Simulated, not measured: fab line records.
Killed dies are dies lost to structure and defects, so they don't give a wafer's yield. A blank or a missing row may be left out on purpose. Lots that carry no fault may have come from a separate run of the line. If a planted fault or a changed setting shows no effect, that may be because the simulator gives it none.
One fault seen from 2 desks :: flow rit_cmos :: only its own numbers are on each desk; what lay behind them is given at the end

AT THE METROLOGY DESK
Lot by lot, what the gauges showed, no matter which tool ran the lot: averages of those sampled wafers that carry a number. The brackets show how far a lot's mean lies from the usual mean; more than 4 standard deviations puts the lot out of limits, marked OUT.
Columns: A = M1_AL_RS at RIT_M1_RS_MEAS_01, usual 0.0734 ohm/sq; B = M1_AL_THK at RIT_M1_THK_MEAS_02, usual 397 nm
lot: L493
first seen here: day 3 04:31
A: 0.0732
B: 398

lot: L494
first seen here: day 3 09:25
A: 0.0737
B: 395

lot: L495
first seen here: day 3 15:49
A: 0.0729
B: 399

lot: L496
first seen here: day 3 20:52
A: 0.0733
B: 398

lot: L498
first seen here: day 4 07:12
A: 0.0738
B: 395

lot: L500
first seen here: day 4 16:44
A: 0.0658 (-10) OUT
B: 442 (+9.3) OUT

lot: L502
first seen here: day 5 02:38
A: 0.0656 (-10) OUT
B: 446 (+9.9) OUT

lot: L504
first seen here: day 5 11:49
A: 0.0660 (-9.9) OUT
B: 440 (+8.8) OUT

lot: L509
first seen here: day 6 13:12
A: 0.0729
B: 399

lot: L510
first seen here: day 6 18:34
A: 0.0726
B: 403

lot: L512
first seen here: day 7 09:53
A: 0.0733
B: 396

lot: L513
first seen here: day 7 15:19
A: 0.0737
B: 394

lot: L514
first seen here: day 7 17:44
A: 0.0731
B: 401

lot: L515
first seen here: day 7 20:26
A: 0.0743
B: 390

lot: L516
first seen here: day 8 02:37
A: 0.0726
B: 406
This desk finds L500, L502, L504 out of limits, with the earliest case on L500 at day 4 16:44 (M1_AL_RS at RIT_M1_RS_MEAS_01). In limits: L493, L494, L495, L496, L498, L509, L510, L512, L513, L514, L515, L516.

TOOL OWNER'S DESK, pvd_sputter-04
The tool's own readings at RIT_M1_SPUTTER_00 (material Al, target thk 400 nm, time 500 s): means of the sampled wafers that have a number, for each lot that ran on this tool. The brackets show how far a lot's mean lies from the usual mean; more than 4 standard deviations puts the lot out of limits, marked OUT.
Columns: A = throttle_valve_pct at RIT_M1_SPUTTER_00, usual 29.7 %
lot: L493
first seen here: day 3 04:13
A: 29.5

lot: L494
first seen here: day 3 09:05
A: 29.8

lot: L496
first seen here: day 3 20:34
A: 29.8

lot: L500
first seen here: day 4 16:24
A: 29.6

lot: L502
first seen here: day 5 02:20
A: 29.9

lot: L504
first seen here: day 5 11:31
A: 29.3

lot: L513
first seen here: day 7 14:59
A: 29.5

lot: L515
first seen here: day 7 20:09
A: 29.4
This desk's verdict: no lot among the 8 shows anything out of limits.

PUT TOGETHER
An alarm was possible from the metrology desk at day 4 16:44, on L500, L502, L504.
Nothing out of limits was seen by the tool owner's desk.
The tool owner's desk has L500, L502, L504 on record, within its limits.
Every lot named ran RIT_M1_SPUTTER_00 on pvd_sputter-04.

WHAT HAD BEEN PUT IN BY THE SIMULATOR
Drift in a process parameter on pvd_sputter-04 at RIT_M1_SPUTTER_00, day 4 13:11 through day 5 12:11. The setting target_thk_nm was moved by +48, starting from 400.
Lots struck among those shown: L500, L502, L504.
Time in hours between the start of the fault and the first out-of-limits reading at each desk: metrology desk, 4.
